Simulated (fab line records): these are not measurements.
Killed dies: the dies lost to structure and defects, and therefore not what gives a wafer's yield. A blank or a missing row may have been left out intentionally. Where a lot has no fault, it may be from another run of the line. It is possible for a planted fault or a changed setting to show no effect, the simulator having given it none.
2 desks looking at one fault	flow berkeleyCmos170	each desk holds nothing but its own numbers, with what lay behind them at the end

FOR THE TOOL OWNER'S DESK: implanter-02
The tool's own readings at UCB170_PSD_IMPLANT_08, given as means over the sampled wafers that have a number, one for each lot that went through this tool. Marked OUT: a lot whose mean sits more than 4 standard deviations from the usual mean, which makes it out of limits; the brackets give that distance.
Columns: A = doseIonsCm2 at UCB170_PSD_IMPLANT_08, usual 3e+15; B = tiltDeg at UCB170_PSD_IMPLANT_08, usual 7.001 degrees
lot	first seen here	A	B
L570	day 7 01:38	3e+15	6.992
L574	day 7 17:30	3e+15	7.008
L578	day 8 19:20	3e+15 (+22) OUT	7.002
L584	day 9 08:50	3e+15 (+25) OUT	6.995
Finding of this desk: L578, L584 out of limits; the first was L578 at day 8 19:20, on doseIonsCm2 at UCB170_PSD_IMPLANT_08. L570, L574 stayed within limits.

THE METROLOGY DESK
Lot by lot, what the gauges showed, no matter which tool ran the lot: averages of those sampled wafers that carry a number. Marked OUT: a lot whose mean sits more than 4 standard deviations from the usual mean, which makes it out of limits; the brackets give that distance.
Columns: A = PSD_RS at UCB170_SDANNEAL_RS_MEAS_02, usual 75.53 ohm/sq; B = M3_OVL at UCB170_M3_OVL_MEAS_16, usual -1 nm
lot	first seen here	A	B
L572	day 7 05:32	75.75	3
L571	day 7 05:43	75.86	-3
L570	day 7 05:57	75.21	5
L573	day 7 08:49	75.19	-4
L575	day 7 21:31	75.60	-3
L574	day 7 21:59	75.52	4
L578	day 8 23:45	74.55	-0
L584	day 9 15:04	73.96 (-5.6) OUT	-7
L587	day 10 02:25	75.34	-1
L589	day 10 05:10	75.88	-6
L590	day 10 08:19	75.73	-0
L588	day 10 08:28	75.70	-2
L592	day 11 09:10	75.69	-4
This desk reports L584 out of limits; the earliest was L584 at day 9 15:04 (PSD_RS at UCB170_SDANNEAL_RS_MEAS_02). L572, L571, L570, L573, L575, L574, L578, L587, L589, L590, L588, L592 stayed within limits.

PUT TOGETHER
At day 8 19:20, on L578, L584, the tool owner's desk was in a position to raise an alarm.
L584 would have let the metrology desk raise an alarm at day 9 15:04.
The metrology desk has L578 on record, within its limits.
Of the lots named, all ran UCB170_PSD_IMPLANT_08 on implanter-02.

WHAT THE SIMULATOR HAD PUT IN
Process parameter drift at UCB170_PSD_IMPLANT_08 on implanter-02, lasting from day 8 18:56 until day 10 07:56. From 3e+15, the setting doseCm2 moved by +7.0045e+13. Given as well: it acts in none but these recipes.
Shown lots that were struck: L578, L584.
Counting hours from when the fault started, the first reading out of limits came at 0 for the tool owner's desk and at 20 for the metrology desk.
